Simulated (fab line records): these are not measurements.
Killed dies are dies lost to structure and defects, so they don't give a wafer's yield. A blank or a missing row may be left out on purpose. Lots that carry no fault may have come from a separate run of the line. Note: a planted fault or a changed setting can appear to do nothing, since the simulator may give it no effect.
fab line records | flow berkeleyCmos170 | part 2 of 2: steps 26 to 35 of 35
record lots=5 | wafers=15 | lastDay=12
route steps=331 shown M2@286 V2@292 M3@309
lots that met no fault: from a run of the same line without faults
startH: hours from the record's opening day to when the first of the lot's shown wafers began | waitH: hours from the lot's prior step to this one | " identical to the entry in the row above | L1.1+2: one row covering several wafers at once | - no value, or no start given | * or withheld: withheld | < > ~ a bound
route shown NAME@n: a module of which the file shows steps, and the number in the route of the first | usual: mean/standard deviation taken from wafers without a fault | same: alike in all rows | chamber/n: place in a boat | sites: readings site by site | _std_site: standard deviation across them | _edge_site: inner sites' mean taken away from outer sites' mean | radiusMm: how far each site lies from the wafer's centre | mask NAME#n: copy n | behind: the last tool/chamber to shape the wafer | hold: why the lot went on hold/how many hours it stayed there/how the hold came to an end | device: the n, p or np transistor that did not switch | end of line: tests of these same wafers at the route's end | a step with no rows: only its recipe | killed: the dies lost at the first sort to structure and to defects; this is not the yield of the wafer | map: the dies of a wafer, with x for killed, . for not killed, _ for no die there
set.NAME: the setting the step ran with; set.NAME@STEP: the setting that earlier step ran with | model.NAME: the simulator's own value behind a step, which no gauge read
lots seen at some steps along the route; tables by step, rows by wafer
services: the hour from which a tool's chamber was out of use, counted from the record's first day as startH (under 0 if before that day), plus the number of hours and why
## steps
# step UCB170_M3_RS_MEAS_02
# recipe thkMeasGauge=four-point-probe | reads=Al_of_M3_SPUTTER_01
# usual M3_AL_RS=0.0321/0.00036
lot.wafer | tool         | chamber | startH | waitH | M3_AL_RS[ohm/sq]
L074.1    | filmMetro-03 | -       | 196.22 | 0.0   | 0.0320
L074.3    | "            | -       | "      | "     | 0.0325
L074.4    | "            | -       | "      | "     | 0.0326
L084.1    | filmMetro-03 | -       | 234.93 | 0.0   | 0.0327
L084.2    | "            | -       | "      | "     | 0.0322
L084.5    | "            | -       | "      | "     | 0.0326
L087.1    | filmMetro-04 | -       | 258.97 | 0.0   | 0.0315
L087.4    | "            | -       | "      | "     | 0.0321
L087.5    | "            | -       | "      | "     | 0.0322
L094.1    | filmMetro-03 | -       | 283.24 | 0.0   | 0.0316
L094.2    | "            | -       | "      | "     | 0.0319
L094.5    | "            | -       | "      | "     | 0.0315
L093.1    | filmMetro-01 | -       | 295.25 | 0.0   | 0.0320
L093.2    | "            | -       | "      | "     | 0.0313
L093.6    | "            | -       | "      | "     | 0.0318
# step UCB170_M3_THK_MEAS_03
# recipe thkMeasGauge=xrf | reads=Al_of_M3_SPUTTER_01
# usual M3_AL_THK=867/11
lot.wafer | tool         | chamber | startH | waitH | M3_AL_THK[nm]
L074.1    | filmMetro-03 | -       | 196.34 | 0.1   | 872
L074.3    | "            | -       | "      | "     | 856
L074.4    | "            | -       | "      | "     | 851
L084.1    | filmMetro-03 | -       | 235.05 | 0.1   | 852
L084.2    | "            | -       | "      | "     | 866
L084.5    | "            | -       | "      | "     | 853
L087.1    | filmMetro-04 | -       | 259.09 | 0.1   | 885
L087.4    | "            | -       | "      | "     | 867
L087.5    | "            | -       | "      | "     | 866
L094.1    | filmMetro-03 | -       | 283.36 | 0.1   | 881
L094.2    | "            | -       | "      | "     | 877
L094.5    | "            | -       | "      | "     | 883
L093.1    | filmMetro-01 | -       | 295.37 | 0.1   | 870
L093.2    | "            | -       | "      | "     | 890
L093.6    | "            | -       | "      | "     | 868
# step UCB170_M3_HMDS_04
# recipe primeTimeS=60 | primeTempC=100
# usual resistLineTempC=22.99/0.11
lot.wafer | tool          | chamber | startH | waitH | resistLineTempC
L074.1    | lithoTrack-01 | 0       | 196.89 | 0.5   | 22.97
L074.3    | "             | 0       | "      | "     | 23.08
L074.4    | "             | 0       | "      | "     | 22.91
L084.1    | lithoTrack-04 | 0       | 235.11 | 0.1   | 23.01
L084.2    | "             | 0       | "      | "     | 23.02
L084.5    | "             | 0       | "      | "     | 23.06
L087.1    | lithoTrack-01 | 0       | 259.15 | 0.1   | 22.90
L087.4    | "             | 0       | "      | "     | 23.03
L087.5    | "             | 0       | "      | "     | 23.01
L094.1    | lithoTrack-04 | 0       | 283.74 | 0.4   | 23.09
L094.2    | "             | 0       | "      | "     | 23.05
L094.5    | "             | 0       | "      | "     | 23.14
L093.1    | lithoTrack-01 | 0       | 296.03 | 0.7   | 23.02
L093.2    | "             | 0       | "      | "     | 22.97
L093.6    | "             | 0       | "      | "     | 23.29
# step UCB170_M3_COAT_05
# recipe resist=KrF | spinRpm=1500 | resistThkNm=900
# usual resistLineTempC=23.00/0.12
lot.wafer | tool          | chamber | startH | waitH | resistLineTempC
L074.1    | lithoTrack-01 | 0       | 197.04 | 0.1   | 22.92
L074.3    | "             | 0       | "      | "     | 22.96
L074.4    | "             | 0       | "      | "     | 23.05
L084.1    | lithoTrack-04 | 0       | 235.26 | 0.1   | 22.76
L084.2    | "             | 0       | "      | "     | 22.95
L084.5    | "             | 0       | "      | "     | 22.91
L087.1    | lithoTrack-01 | 0       | 259.30 | 0.1   | 22.88
L087.4    | "             | 0       | "      | "     | 22.89
L087.5    | "             | 0       | "      | "     | 23.01
L094.1    | lithoTrack-04 | 0       | 283.89 | 0.1   | 23.04
L094.2    | "             | 0       | "      | "     | 23.05
L094.5    | "             | 0       | "      | "     | 22.98
L093.1    | lithoTrack-01 | 0       | 296.18 | 0.1   | 23.05
L093.2    | "             | 0       | "      | "     | 23.10
L093.6    | "             | 0       | "      | "     | 23.19
# step UCB170_M3_SOFTBAKE_06
# recipe resist=KrF | tempC=130 | timeS=60
# usual resistLineTempC=22.97/0.12
lot.wafer | tool          | chamber | startH | waitH | resistLineTempC
L074.1    | lithoTrack-01 | 0       | 197.19 | 0.1   | 22.83
L074.3    | "             | 0       | "      | "     | 22.82
L074.4    | "             | 0       | "      | "     | 22.91
L084.1    | lithoTrack-04 | 0       | 235.41 | 0.1   | 22.94
L084.2    | "             | 0       | "      | "     | 22.99
L084.5    | "             | 0       | "      | "     | 23.10
L087.1    | lithoTrack-01 | 0       | 259.45 | 0.1   | 22.88
L087.4    | "             | 0       | "      | "     | 22.75
L087.5    | "             | 0       | "      | "     | 22.90
L094.1    | lithoTrack-04 | 0       | 284.04 | 0.1   | 22.80
L094.2    | "             | 0       | "      | "     | 22.88
L094.5    | "             | 0       | "      | "     | 22.76
L093.1    | lithoTrack-01 | 0       | 296.33 | 0.1   | 23.08
L093.2    | "             | 0       | "      | "     | 23.04
L093.6    | "             | 0       | "      | "     | 23.09
# step UCB170_M3_STRIP_07
# recipe chemistry=O2 | powerW=400 | pressureMtorr=3500 | platenTempC=withheld | o2FlowSccm=400 | overashFraction=0.5
# usual drypumpMotorCurrentA=5.7/0.62 | oesProductAu=0.735/0.0047 | stripTimeToEndpointS=21.99/0.068
lot.wafer | tool           | chamber | startH | waitH | drypumpMotorCurrentA | oesProductAu | rfHoursCounterH | stripTimeToEndpointS
L074.1    | plasmaAsher-03 | 1       | 197.34 | 0.1   | 4.9                  | 0.724        | 43              | 22.03
L074.3    | "              | 0       | "      | "     | 6.6                  | 0.733        | -               | 22.10
L074.4    | "              | 1       | "      | "     | 4.9                  | 0.733        | -               | 22.05
L084.1    | plasmaAsher-02 | 0       | 235.56 | 0.1   | 6.2                  | 0.741        | 54              | 22.11
L084.2    | "              | 1       | "      | "     | 6.0                  | 0.741        | 54              | 22.03
L084.5    | "              | 0       | "      | "     | 6.2                  | 0.727        | -               | 22.05
L087.1    | plasmaAsher-04 | 0       | 259.60 | 0.1   | 5.0                  | 0.740        | 49              | 21.96
L087.4    | "              | 0       | "      | "     | 5.0                  | 0.728        | -               | 21.87
L087.5    | "              | 1       | "      | "     | 5.4                  | 0.740        | -               | 21.92
L094.1    | plasmaAsher-04 | 1       | 284.19 | 0.1   | 5.4                  | 0.728        | 52              | 22.01
L094.2    | "              | 0       | "      | "     | 5.0                  | 0.729        | 52              | 22.00
L094.5    | "              | 0       | "      | "     | 5.0                  | 0.735        | -               | 21.97
L093.1    | plasmaAsher-02 | 0       | 296.48 | 0.1   | 6.1                  | 0.732        | 61              | 21.96
L093.2    | "              | 1       | "      | "     | 6.0                  | 0.733        | 61              | 21.99
L093.6    | "              | 0       | "      | "     | 6.1                  | 0.731        | -               | 22.02
# step UCB170_M3_STRIP_08
# recipe chemistry=DMSO | tempC=80 | timeS=600 | material=KrF
lot.wafer  | tool        | chamber | startH | waitH
L074.1+3+4 | wetBench-03 | 2       | 197.44 | 0.1
L084.1+2+5 | wetBench-02 | 0       | 235.66 | 0.1
L087.1+4+5 | wetBench-01 | 0       | 259.70 | 0.1
L094.1+2+5 | wetBench-02 | 0       | 284.59 | 0.4
L093.1+2+6 | wetBench-02 | 2       | 296.58 | 0.1
# step UCB170_M3_COAT_09
# recipe resist=BARC | tempC=withheld | timeS=withheld | spinRpm=3000 | resistThkNm=withheld
# usual resistLineTempC=*
lot.wafer | tool          | chamber | startH | waitH | resistLineTempC
L074.1    | lithoTrack-01 | 0       | 198.07 | 0.4   | *
L074.3    | "             | 0       | "      | "     | *
L074.4    | "             | 0       | "      | "     | *
L084.1    | lithoTrack-04 | 0       | 235.84 | 0.0   | *
L084.2    | "             | 0       | "      | "     | *
L084.5    | "             | 0       | "      | "     | *
L087.1    | lithoTrack-02 | 0       | 260.41 | 0.5   | *
L087.4    | "             | 0       | "      | "     | *
L087.5    | "             | 0       | "      | "     | *
L094.1    | lithoTrack-01 | 0       | 285.26 | 0.5   | *
L094.2    | "             | 0       | "      | "     | *
L094.5    | "             | 0       | "      | "     | *
L093.1    | lithoTrack-04 | 0       | 296.95 | 0.2   | *
L093.2    | "             | 0       | "      | "     | *
L093.6    | "             | 0       | "      | "     | *
# step UCB170_M3_COAT_10
# recipe resist=KrF | spinRpm=1500 | resistThkNm=900
# usual resistLineTempC=23.02/0.11
lot.wafer | tool          | chamber | startH | waitH | resistLineTempC
L074.1    | lithoTrack-01 | 0       | -      | -     | 23.12
L074.3    | "             | 0       | "      | "     | 23.06
L074.4    | "             | 0       | "      | "     | 23.00
L084.1    | lithoTrack-04 | 0       | -      | -     | 22.96
L084.2    | "             | 0       | "      | "     | 23.24
L084.5    | "             | 0       | "      | "     | 23.13
L087.1    | lithoTrack-02 | 0       | -      | -     | 23.02
L087.4    | "             | 0       | "      | "     | 23.04
L087.5    | "             | 0       | "      | "     | 22.93
L094.1    | lithoTrack-01 | 0       | -      | -     | 23.15
L094.2    | "             | 0       | "      | "     | 23.14
L094.5    | "             | 0       | "      | "     | 22.81
L093.1    | lithoTrack-04 | 0       | -      | -     | 23.08
L093.2    | "             | 0       | "      | "     | 23.13
L093.6    | "             | 0       | "      | "     | 22.97
# step UCB170_M3_SOFTBAKE_11
# recipe resist=KrF | tempC=130 | timeS=60
# usual resistLineTempC=23.01/0.1
lot.wafer | tool          | chamber | startH | waitH | resistLineTempC
L074.1    | lithoTrack-01 | 0       | -      | -     | 23.24
L074.3    | "             | 0       | "      | "     | 23.05
L074.4    | "             | 0       | "      | "     | 22.94
L084.1    | lithoTrack-04 | 0       | -      | -     | 23.22
L084.2    | "             | 0       | "      | "     | 23.05
L084.5    | "             | 0       | "      | "     | 23.06
L087.1    | lithoTrack-02 | 0       | -      | -     | 23.11
L087.4    | "             | 0       | "      | "     | 22.93
L087.5    | "             | 0       | "      | "     | 23.01
L094.1    | lithoTrack-01 | 0       | -      | -     | 23.10
L094.2    | "             | 0       | "      | "     | 23.15
L094.5    | "             | 0       | "      | "     | 23.06
L093.1    | lithoTrack-04 | 0       | -      | -     | 23.00
L093.2    | "             | 0       | "      | "     | 22.95
L093.6    | "             | 0       | "      | "     | 22.99
## services
tool           | chamber | startH | hours | kind
rieDiel-03     | 3       | 169.51 | 9.2   | repair
krfScanner-02  | -       | 170.01 | 1.0   | pm
pvdSputter-04  | -       | 171.48 | 3.3   | repair
pvdSputter-01  | -       | 180.92 | 2.7   | repair
pvdSputter-04  | -       | 186.86 | 2.7   | repair
plasmaAsher-01 | -       | 188.61 | 0.8   | repair
krfScanner-02  | -       | 192.92 | 3.6   | pm
krfScanner-01  | -       | 196.47 | 0.8   | pm
pvdSputter-02  | -       | 210.82 | 9.0   | repair
rieMetal-02    | 1       | 212.31 | 11.3  | repair
plasmaAsher-03 | -       | 220.08 | 10.9  | repair
rieDiel-02     | 3       | 224.27 | 23.5  | repair
cmp-02         | -       | 232.00 | 4.0   | pm
rieDiel-03     | 1       | 240.39 | 8.1   | repair
cmp-02         | -       | 244.90 | 0.5   | repair
rieDiel-03     | 1       | 251.23 | 6.0   | repair
rieDiel-04     | -       | 257.22 | 4.3   | pm
rieDiel-04     | 1       | 264.94 | 3.7   | repair
krfScanner-01  | -       | 268.79 | 1.3   | pm
rieMetal-01    | -       | 269.87 | 1.0   | repair
cmp-01         | -       | 275.43 | 4.6   | repair
wetBench-03    | -       | 280.09 | 15.6  | repair
krfScanner-01  | -       | 281.68 | 0.5   | repair
rieDiel-03     | -       | 292.11 | 0.4   | repair
